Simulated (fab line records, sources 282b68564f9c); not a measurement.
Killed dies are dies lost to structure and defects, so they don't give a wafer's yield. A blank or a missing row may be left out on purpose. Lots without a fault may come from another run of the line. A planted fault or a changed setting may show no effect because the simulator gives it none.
fab line records | flow rit_cmos
record lots=5 wafers=15 last_day=6
route steps=202 shown PRETRO@64 GATE@75 FOX2@80 REOX@98 NLDD@103 M1@202
lots that met no fault: from a run of the same line without faults
start_h: hours from the record's first day to the start of the lot's first wafer shown | wait_h: hours since the lot's step before | " the same as in the row above | L1.1+2: a row that stands for several wafers | - no value, or no start given | * or withheld: withheld | < > ~ a bound
route shown NAME@n: a module of which the file shows steps, and the number in the route of the first | usual: mean/standard deviation of fault-free wafers | same: alike in all rows | chamber/n: place in a boat | sites: the reading at each site | _std_site: their standard deviation | _edge_site: outer sites' mean less inner sites' | radius_mm: how far each site lies from the wafer's centre | mask NAME#n: copy n | behind: the tool/chamber that last shaped the wafer | hold: why the lot was held/for how many hours/how that ended | device: the transistor (n, p or np) that didn't switch | end of line: the same wafers' tests at the end of the route | a step without rows: its recipe alone | killed: dies lost to structure and defects at the first sort, not the wafer's yield | map: a wafer's dies, x killed, . not, _ none there
set.NAME: the setting as run; set.NAME@STEP: as run at that earlier step | model.NAME: the simulator's own value behind a step, which no gauge read
lots at some steps of the route; a table a step, a row a wafer
services: from which hour (start_h, from the record's first day; less than 0 if before it) a tool's chamber was out of use, for how many hours, and why
## steps
# step RIT_PRETRO_HMDS_00
# recipe prime_time_s=60 prime_temp_c=140
# step RIT_PRETRO_COAT_01
# recipe resist=NOVOLAK spin_rpm=2000 resist_thk_nm=1300
# step RIT_PRETRO_SOFTBAKE_02
# recipe resist=NOVOLAK temp_c=90 time_s=60
# step RIT_PRETRO_EXPOSE_03
# recipe mask_id=M5 na=0.57 target_cd_nm=43700 dose_mj=250
# step RIT_PRETRO_PEB_04
# recipe resist=NOVOLAK temp_c=withheld time_s=withheld
# step RIT_PRETRO_DEVELOP_05
# recipe resist=NOVOLAK develop_time_s=68 dev_temp_c=23
# step RIT_PRETRO_OVL_MEAS_06
# usual PRETRO_OVL=1.3/1.5
# columns lot.wafer tool chamber start_h wait_h PRETRO_OVL[nm]
L167.1 overlay-02 - 51.33 - 3.5
L167.2 " - " " 4.6
L167.5 " - " " 3.4
L169.2 overlay-02 - 62.47 - 1.0
L169.5 " - " " 1.4
L169.6 " - " " -0.2
L171.4 overlay-02 - 74.43 - -1.1
L171.5 " - " " 0.0
L171.6 " - " " -0.9
L176.1 overlay-01 - 93.33 - 2.5
L176.4 " - " " 2.1
L176.6 " - " " 1.8
L181.2 overlay-02 - 117.47 - 1.5
L181.4 " - " " 3.8
L181.5 " - " " 1.9
# step RIT_PRETRO_HARDBAKE_07
# recipe resist=NOVOLAK temp_c=140 time_s=120
# step RIT_PRETRO_IMPLANT_08
# recipe species=B energy_kev=45 dose_cm2=1.2e+13 tilt_deg=7
# step RIT_PRETRO_STRIP_09
# recipe chemistry=O2 time_s=180 resist=NOVOLAK platen_temp_c=withheld power_w=500 pressure_mtorr=4000 o2_flow_sccm=4000
# usual drypump_motor_current_A=5.95/0.2
# columns lot.wafer tool chamber start_h wait_h drypump_motor_current_A rf_hours_counter_h
L167.1 plasma_asher-04 1 51.77 0.1 6.20 24
L167.2 " 0 " " 6.19 24
L167.5 " 0 " " 6.19 -
L169.2 plasma_asher-04 0 62.90 0.1 6.19 26
L169.5 " 1 " " 6.20 -
L169.6 " 0 " " 6.20 -
L171.4 plasma_asher-01 0 74.91 0.1 5.80 -
L171.5 " 1 " " 5.78 -
L171.6 " 0 " " 5.81 -
L176.1 plasma_asher-04 1 93.77 0.1 6.18 29
L176.4 " 0 " " 6.16 -
L176.6 " 1 " " 6.22 -
L181.2 plasma_asher-02 0 117.90 0.1 5.68 0
L181.4 " 1 " " 5.87 -
L181.5 " 1 " " 5.87 -
# step RIT_PRETRO_TW_MEAS_10
# usual PRETRO_TW=475/4.4
# columns lot.wafer tool chamber start_h wait_h PRETRO_TW
L167.1 film_metro-02 - 51.95 0.1 474
L167.2 " - " " 474
L167.5 " - " " 470
L169.2 film_metro-03 - 63.09 0.1 473
L169.5 " - " " 471
L169.6 " - " " 475
L171.4 film_metro-01 - 75.06 0.1 479
L171.5 " - " " 477
L171.6 " - " " 478
L176.1 film_metro-03 - 93.94 0.1 472
L176.4 " - " " 472
L176.6 " - " " 475
L181.2 film_metro-03 - 118.09 0.1 473
L181.4 " - " " 469
L181.5 " - " " 472
# step RIT_GATE_WET_ETCH_00
# recipe chemistry=BOE target=SiO2 target_depth_nm=56 time_s=60 dry=n2_spin dilution=10:1 temp_c=21.5
# step RIT_GATE_CLEAN_01
# recipe chemistry=SC1 mix=3:3:50 time_s=600 temp_c=75
# usual bath_heat_duty_pct=15.5/1.1
# columns lot.wafer tool chamber start_h wait_h bath_heat_duty_pct
L167.1 wet_bench-02 1 52.03 0.0 15.7
L167.2 " 1 " " 14.9
L167.5 " 1 " " 14.8
L169.2 wet_bench-04 1 63.16 0.0 14.8
L169.5 " 1 " " 14.6
L169.6 " 1 " " 16.2
L171.4 wet_bench-04 3 75.14 0.0 16.8
L171.5 " 3 " " 15.8
L171.6 " 3 " " 16.2
L176.1 wet_bench-02 3 94.03 0.0 14.7
L176.4 " 3 " " 15.0
L176.6 " 3 " " 14.5
L181.2 wet_bench-02 3 118.16 0.0 13.9
L181.4 " 3 " " 14.8
L181.5 " 3 " " 14.8
# step RIT_GATE_CLEAN_02
# recipe chemistry=dHF dilution=50:1 time_s=30
# step RIT_GATE_CLEAN_03
# recipe chemistry=SC2 mix=3:3:50 time_s=600 temp_c=75 dry=n2_spin
# step RIT_GATE_CLEAN_04
# recipe chemistry=dHF dilution=50:1 time_s=60 dry=n2_spin
# step RIT_FOX2_THK_MEAS_91
# recipe reads=SiO2_of_FOX2_OXIDATION_00
# usual FIELD_OXIDE_LEFT_2_THK=258/6.7
# columns lot.wafer tool chamber start_h wait_h FIELD_OXIDE_LEFT_2_THK[nm]
L167.1 film_metro-02 - 52.62 0.0 265
L167.2 " - " " 264
L167.5 " - " " 264
L169.2 film_metro-04 - 63.63 0.0 254
L169.5 " - " " 251
L169.6 " - " " 254
L171.4 film_metro-04 - 75.73 0.0 274
L171.5 " - " " 273
L171.6 " - " " 271
L176.1 film_metro-04 - 94.42 0.0 271
L176.4 " - " " 270
L176.6 " - " " 269
L181.2 film_metro-02 - 118.58 0.0 262
L181.4 " - " " 261
L181.5 " - " " 268
# step RIT_GATE_OXIDATION_05
# recipe temp_c=900 ambient=O2 target_thk_a=30 ox_time_s=270
# step RIT_GATE_ANNEAL_06
# recipe temp_c=900 time_s=600 ambient=N2O
# step RIT_GATE_THK_MEAS_07
# recipe reads=SiO2_of_GATE_OXIDATION_05
# usual GATE_OXIDE_THK=3.03/0.059
# columns lot.wafer tool chamber start_h wait_h GATE_OXIDE_THK[nm]
L167.1 film_metro-02 - 58.67 0.0 3.08
L167.2 " - " " 2.97
L167.5 " - " " 2.97
L169.2 film_metro-04 - 67.61 0.0 3.09
L169.5 " - " " 3.14
L169.6 " - " " 3.10
L171.4 film_metro-04 - 79.55 0.0 2.95
L171.5 " - " " 2.92
L171.6 " - " " 2.93
L176.1 film_metro-01 - 97.52 0.0 2.95
L176.4 " - " " 3.02
L176.6 " - " " 3.03
L181.2 film_metro-01 - 123.14 0.0 3.13
L181.4 " - " " 3.03
L181.5 " - " " 3.09
# step RIT_GATE_CVD_08
# recipe material=poly-Si target_thk_nm=250 temp_c=610 precursor=SiH4 time_s=2220 pressure_mtorr=300 sih4_flow_sccm=100
# step RIT_GATE_THK_MEAS_09
# recipe reads=poly-Si_of_GATE_CVD_08
# usual GATE_POLY_THK=252.6/2.5
# columns lot.wafer tool chamber start_h wait_h GATE_POLY_THK[nm]
L167.1 film_metro-01 - 60.35 0.0 251.8
L167.2 " - " " 253.4
L167.5 " - " " 252.3
L169.2 film_metro-04 - 69.29 0.0 251.9
L169.5 " - " " 251.7
L169.6 " - " " 249.2
L171.4 film_metro-01 - 82.03 0.0 252.9
L171.5 " - " " 253.5
L171.6 " - " " 254.9
L176.1 film_metro-01 - 100.36 0.0 251.2
L176.4 " - " " 252.5
L176.6 " - " " 250.6
L181.2 film_metro-01 - 125.31 0.0 249.3
L181.4 " - " " 250.4
L181.5 " - " " 250.2
# step RIT_GATE_HMDS_10
# recipe prime_time_s=60 prime_temp_c=140
# step RIT_GATE_COAT_11
# recipe resist=NOVOLAK spin_rpm=4250 resist_thk_nm=850
# step RIT_GATE_SOFTBAKE_12
# recipe resist=NOVOLAK temp_c=90 time_s=60
# step RIT_GATE_EXPOSE_13
# recipe mask_id=M6 na=0.6 source_shape=conventional sigma_outer=0.6 target_cd_nm=150 dose_mj=380
# step RIT_GATE_PEB_14
# recipe resist=NOVOLAK temp_c=withheld time_s=withheld
# step RIT_GATE_DEVELOP_15
# recipe resist=NOVOLAK develop_time_s=50 dev_temp_c=23
# step RIT_GATE_CD_MEAS_16
# recipe target_cd_nm=150
# usual cd_nm=149.2/2.6
# columns lot.wafer tool chamber start_h wait_h cd_nm
L167.1 cd_sem-01 - 61.26 - 148.5
L167.2 " - " " 148.4
L167.5 " - " " 147.4
L169.2 cd_sem-01 - 70.34 - 151.7
L169.5 " - " " 148.1
L169.6 " - " " 152.3
L171.4 cd_sem-01 - 83.10 - 149.9
L171.5 " - " " 148.3
L171.6 " - " " 149.2
L176.1 cd_sem-02 - 101.67 - 149.7
L176.4 " - " " 150.3
L176.6 " - " " 150.7
L181.2 cd_sem-01 - 126.23 - 146.5
L181.4 " - " " 150.0
L181.5 " - " " 149.8
# step RIT_GATE_OVL_MEAS_17
# usual GATE_OVL=1.3/1.4
# columns lot.wafer tool chamber start_h wait_h GATE_OVL[nm]
L167.1 overlay-01 - 61.38 0.1 3.9
L167.2 " - " " 5.2
L167.5 " - " " 3.5
L169.2 overlay-01 - 70.44 0.1 2.3
L169.5 " - " " 2.8
L169.6 " - " " 2.5
L171.4 overlay-02 - 83.18 0.1 1.3
L171.5 " - " " 3.4
L171.6 " - " " 2.9
L176.1 overlay-01 - 101.79 0.1 -0.1
L176.4 " - " " 2.9
L176.6 " - " " 2.6
L181.2 overlay-01 - 126.33 0.1 1.4
L181.4 " - " " 3.1
L181.5 " - " " 1.6
# step RIT_GATE_HARDBAKE_18
# recipe resist=NOVOLAK temp_c=140 time_s=60
# step RIT_GATE_ETCH_19
# recipe chemistry=SF6/CHF3/O2 time_s=165 SF6_flow_sccm=30 CHF3_flow_sccm=30 O2_flow_sccm=5 target=poly-Si pressure_mtorr=40 rf_w=160 target_depth_a=3125 over_etch_frac=0.25 stop_on=SiO2
# usual drypump_motor_current_A=5.8/0.43 oes_product_au=0.849/0.013 throttle_valve_pct=10.31/0.096
# columns lot.wafer tool chamber start_h wait_h drypump_motor_current_A oes_product_au rf_hours_counter_h throttle_valve_pct
L167.1 rie_si-01 1 61.57 0.1 5.8 0.860 26 10.30
L167.2 " 3 " " 5.4 0.831 3 10.22
L167.5 " 0 " " 5.8 0.847 - 10.22
L169.2 rie_si-01 0 70.62 0.1 5.8 0.843 39 10.22
L169.5 " 2 " " 6.0 0.851 - 10.24
L169.6 " 3 " " 5.4 0.812 - 10.22
L171.4 rie_si-01 3 83.34 0.1 5.5 0.827 4 10.22
L171.5 " 3 " " 5.4 0.827 - 10.22
L171.6 " 0 " " 5.8 0.845 - 10.24
L176.1 rie_si-02 0 102.06 0.1 6.6 0.853 1 10.35
L176.4 " 3 " " 5.8 0.848 122 10.53
L176.6 " 0 " " 6.7 0.845 - 10.34
L181.2 rie_si-01 0 126.51 0.1 5.8 0.835 40 10.22
L181.4 " 3 " " 5.5 0.825 4 10.22
L181.5 " 0 " " 5.8 0.841 - 10.22
# step RIT_GATE_STRIP_20
# recipe chemistry=O2 time_s=180 resist=NOVOLAK platen_temp_c=withheld power_w=500 pressure_mtorr=4000 o2_flow_sccm=4000
# usual drypump_motor_current_A=5.91/0.22
# columns lot.wafer tool chamber start_h wait_h drypump_motor_current_A rf_hours_counter_h
L167.1 plasma_asher-04 1 61.68 0.1 6.21 25
L167.2 " 0 " " 6.19 25
L167.5 " 0 " " 6.18 -
L169.2 plasma_asher-03 1 70.73 0.1 5.64 43
L169.5 " 1 " " 5.65 -
L169.6 " 0 " " 5.78 -
L171.4 plasma_asher-02 1 83.51 0.1 5.88 -
L171.5 " 0 " " 5.70 -
L171.6 " 1 " " 5.90 -
L176.1 plasma_asher-04 1 102.17 0.1 6.19 30
L176.4 " 1 " " 6.18 -
L176.6 " 0 " " 6.18 -
L181.2 plasma_asher-03 0 126.62 0.1 5.78 50
L181.4 " 1 " " 5.65 -
L181.5 " 0 " " 5.76 -
# step RIT_GATE_CD_MEAS_90
# recipe target_cd_nm=150
# usual cd_nm=149.2/2.7
# columns lot.wafer tool chamber start_h wait_h cd_nm
L167.1 cd_sem-02 - 61.85 0.1 148.4
L167.2 " - " " 148.6
L167.5 " - " " 147.6
L169.2 cd_sem-01 - 70.93 0.1 151.9
L169.5 " - " " 148.3
L169.6 " - " " 152.4
L171.4 cd_sem-02 - 83.69 0.1 149.7
L171.5 " - " " 147.8
L171.6 " - " " 148.9
L176.1 cd_sem-01 - 102.34 0.1 149.9
L176.4 " - " " 150.3
L176.6 " - " " 150.7
L181.2 cd_sem-02 - 126.82 0.1 146.1
L181.4 " - " " 149.5
L181.5 " - " " 149.6
# step RIT_REOX_CLEAN_00
# recipe chemistry=SC1 mix=3:3:50 time_s=600 temp_c=75
# step RIT_REOX_CLEAN_01
# recipe chemistry=dHF dilution=50:1 time_s=30
# step RIT_REOX_CLEAN_02
# recipe chemistry=SC2 mix=3:3:50 time_s=600 temp_c=75 dry=n2_spin
# step RIT_REOX_OXIDATION_03
# recipe temp_c=900 ambient=O2 target_thk_a=252 ox_time_s=5580
# step RIT_REOX_THK_MEAS_04
# recipe reads=SiO2_of_REOX_OXIDATION_03
# usual REOX_OXIDE_THK=25.1/0.46
# columns lot.wafer tool chamber start_h wait_h REOX_OXIDE_THK[nm]
L167.1 film_metro-01 - 65.96 0.0 24.5
L167.2 " - " " 25.0
L167.5 " - " " 24.9
L169.2 film_metro-04 - 75.39 0.0 24.4
L169.5 " - " " 24.8
L169.6 " - " " 24.7
L171.4 film_metro-04 - 86.86 0.0 25.2
L171.5 " - " " 25.0
L171.6 " - " " 25.6
L176.1 film_metro-01 - 106.34 0.0 24.9
L176.4 " - " " 25.1
L176.6 " - " " 25.4
L181.2 film_metro-03 - 130.74 0.0 24.4
L181.4 " - " " 24.6
L181.5 " - " " 24.6
# step RIT_NLDD_HMDS_00
# recipe prime_time_s=60 prime_temp_c=140
# step RIT_NLDD_COAT_01
# recipe resist=NOVOLAK spin_rpm=3250 resist_thk_nm=1000
# step RIT_NLDD_SOFTBAKE_02
# recipe resist=NOVOLAK temp_c=90 time_s=60
# step RIT_M1_PROBE_99
# usual killed_at_contacts=0.1/0.36 killed_at_front_end=7/3.1 killed_dies=7/3.1 killed_on_rim=1.9/1.4 killed_open=3.6/2.1 killed_short=3.2/1.9
# same gross_dies=264 killed_at_M0_to_M3=0 killed_at_M4_up=0 killed_at_back_side=0 killed_at_other=0
# columns lot.wafer tool chamber start_h wait_h killed_at_contacts killed_at_front_end killed_dies killed_on_rim killed_open killed_short
L167.1 prober-02 - 82.37 0.1 0 12 12 4 6 6
L167.2 prober-02 - 82.42 0.1 0 8 8 3 6 2
L167.5 prober-02 - 82.57 0.2 0 8 8 2 3 5
L171.4 prober-02 - 104.92 0.2 0 35 35 3 4 2
L171.5 prober-02 - 104.97 0.2 0 37 37 2 3 4
L171.6 prober-02 - 105.02 0.2 0 38 38 2 6 1
L176.1 prober-01 - 122.80 0.1 0 12 12 3 8 4
L176.4 prober-01 - 122.95 0.2 0 10 10 3 6 4
L176.6 prober-01 - 123.05 0.2 1 4 5 1 4 1
# killed by level:class
L167.1 GATE:geometric_particle:open=5 GATE:geometric_particle:short=2 SILICIDE:geometric_particle:short=2 ACTIVE:geometric_particle:short=1 FOX1:geometric_particle:open=1 REOX:geometric_particle:short=1
L167.2 SILICIDE:geometric_particle:open=3 GATE:geometric_particle:open=2 SILICIDE:geometric_particle:short=2 REOX:geometric_particle:open=1
L167.5 GATE:geometric_particle:short=4 ACTIVE:geometric_particle:open=1 FOX1:geometric_particle:short=1 FOX1:geometric_particle:open=1 FOX2:geometric_particle:open=1
L171.4 GATE:unspecified=29 SPACER:geometric_particle:open=2 GATE:geometric_particle:short=1 GATE:geometric_particle:open=1 REOX:geometric_particle:open=1 SPACER:geometric_particle:short=1
L171.5 GATE:unspecified=30 SILICIDE:geometric_particle:short=2 GATE:geometric_particle:short=1 GATE:geometric_particle:open=1 REOX:geometric_particle:short=1 REOX:geometric_particle:open=1 SPACER:geometric_particle:open=1
L171.6 GATE:unspecified=31 FOX2:geometric_particle:open=3 GATE:geometric_particle:open=2 REOX:geometric_particle:open=1 SPACER:geometric_particle:short=1
L176.1 FOX1:geometric_particle:open=2 FOX2:geometric_particle:open=2 REOX:geometric_particle:open=2 FOX1:geometric_particle:short=1 FOX2:geometric_particle:short=1 GATE:geometric_particle:open=1 GATE:geometric_particle:short=1 SPACER:geometric_particle:open=1
L176.4 SPACER:geometric_particle:short=3 SILICIDE:geometric_particle:open=3 GATE:geometric_particle:open=2 FOX1:geometric_particle:short=1 SPACER:geometric_particle:open=1
L176.6 FOX1:geometric_particle:open=2 SPACER:geometric_particle:open=1 SILICIDE:geometric_particle:short=1 CONTACT:geometric_particle:open=1
# map L171.6 (x killed, . not)
________......._______
_____.............____
____........xxxxx.x___
___..........xxxx...__
__........x.xxxxxxx.._
__..x.......xxxxxxx.._
_............xxxx.x...
_..............x......
_...........x.....x...
_..........x..........
__..................._
__..........x........_
___.............x...__
____...............___
_____.............____
________.x....._______
# map L169.5 (x killed, . not)
________......._______
_____.............____
____...............___
___..........x......__
__..................._
__..................._
_x....................
_.....................
_.....................
_.....................
__................x.._
__..x........x......._
___.........x.......__
____.x.............___
_____........x....____
________x......_______
## services
# columns tool chamber start_h hours kind
rie_si-02 - 56.97 2.8 pm
plasma_asher-04 - 105.75 0.9 repair
plasma_asher-02 - 108.75 9.0 pm
plasma_asher-02 0 108.75 9.0 vent_cycle
plasma_asher-02 1 108.75 9.0 vent_cycle
plasma_asher-02 0 117.75 - clean
plasma_asher-02 1 117.75 - clean
wet_bench-04 - 120.41 1.9 pm
## key
first_sign step=RIT_M1_PROBE_99 reading=killed_dies direction=up sigmas=9.8 usual=7 struck=37
effect step=RIT_M1_PROBE_99 reading=killed_at_front_end direction=up sigmas=9.6 usual=7 struck=37
met_at RIT_GATE_CLEAN_01
struck_wafers L171.4,L171.5,L171.6
tester_left_out L171
also_fits RIT_PRETRO_STRIP_09:plasma_asher-01,RIT_GATE_STRIP_20:plasma_asher-02
fault kind=chamber_particle_source tool=wet_bench-04 chamber=3 onset_h=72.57 steps=RIT_GATE_CLEAN_01 rate_per_visit_cm2=0.53313 end_h=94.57
# tester_left_out: of these lots the tester's yield and bins aren't shown, on N5 and GAA mostly nor the transistor test; their killed dies are dies lost to structure and defects alone, not to doping, threshold or leakage, so they don't give the yield
